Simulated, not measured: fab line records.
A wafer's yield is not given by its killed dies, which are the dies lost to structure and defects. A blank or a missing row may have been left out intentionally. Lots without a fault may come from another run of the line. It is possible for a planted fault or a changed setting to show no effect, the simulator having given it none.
One fault seen from 2 desks -- flow berkeley_cmos170 -- only its own numbers are on each desk; what lay behind them is given at the end

== METROLOGY DESK ==
Means of the sampled wafers that have a number, per lot and without regard to the tool the lot ran on: this is what the gauges read. Marked OUT: a lot whose mean sits more than 4 standard deviations from the usual mean, which makes it out of limits; the brackets give that distance.
Columns: A = PFIELD_OVL at UCB170_PFIELD_OVL_MEAS_06, usual 1 nm; B = NVT_TW at UCB170_NVT_TW_MEAS_09, usual 527.9
lot,first seen here,A,B
L854,day 4 23:31,-1,524.2
L855,day 5 06:58,-6,529.8
L856,day 5 07:47,5,529.1
L857,day 6 00:25,3,523.8
L859,day 6 00:40,5,531.5
L860,day 6 07:17,8,529.4
L863,day 6 13:36,4,454.2 (-28) OUT
L862,day 6 13:47,-5,526.5
L864,day 6 19:30,3,524.2
L865,day 7 09:11,-1,531.1
L868,day 7 09:28,2,526.0
L866,day 7 09:41,-2,451.0 (-30) OUT
L876,day 9 14:43,-2,527.6
L877,day 9 22:23,4,527.1
This desk's finding: out of limits on L863, L866; first on L863, day 8 02:33 (NVT_TW at UCB170_NVT_TW_MEAS_09). Within limits: L854, L855, L856, L857, L859, L860, L862, L864, L865, L868, L876, L877.

== TOOL OWNER'S DESK, implanter-04 ==
The tool's own readings at UCB170_NVT_IMPLANT_07: means of the sampled wafers that have a number, for each lot that ran on this tool. Marked OUT: a lot whose mean sits more than 4 standard deviations from the usual mean, which makes it out of limits; the brackets give that distance.
Columns: A = dose_ions_cm2 at UCB170_NVT_IMPLANT_07, usual 3e+12; B = faraday_current_uA at UCB170_NVT_IMPLANT_07, usual 9.52
lot,first seen here,A,B
L854,day 6 07:59,3e+12,9.53
L855,day 6 19:09,3e+12,9.41
L860,day 7 19:04,3e+12,9.56
L862,day 8 01:56,3e+12,9.58
L863,day 8 02:19,2e+12 (-99 or more) OUT,5.81 (-19) OUT
L866,day 8 20:57,2e+12 (-99 or more) OUT,5.78 (-19) OUT
This desk's verdict: out of limits on L863, L866, starting with L863 at day 8 02:19 (dose_ions_cm2 at UCB170_NVT_IMPLANT_07). Within limits: L854, L855, L860, L862.

== TAKEN TOGETHER ==
At day 8 02:19, on L863, L866, the tool owner's desk was in a position to raise an alarm.
At day 8 02:33 the metrology desk could have sounded an alarm, on L863, L866.
The lots listed all ran UCB170_NVT_IMPLANT_07 on implanter-04.

== WHAT WAS PUT IN BY THE SIMULATOR ==
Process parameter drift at UCB170_NVT_IMPLANT_07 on implanter-04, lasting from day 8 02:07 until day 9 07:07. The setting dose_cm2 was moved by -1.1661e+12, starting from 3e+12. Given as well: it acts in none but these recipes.
Struck lots among those shown: L863, L866.
Time in hours from fault onset to the first out-of-limits reading at each desk: tool owner's desk 0, metrology desk 0.
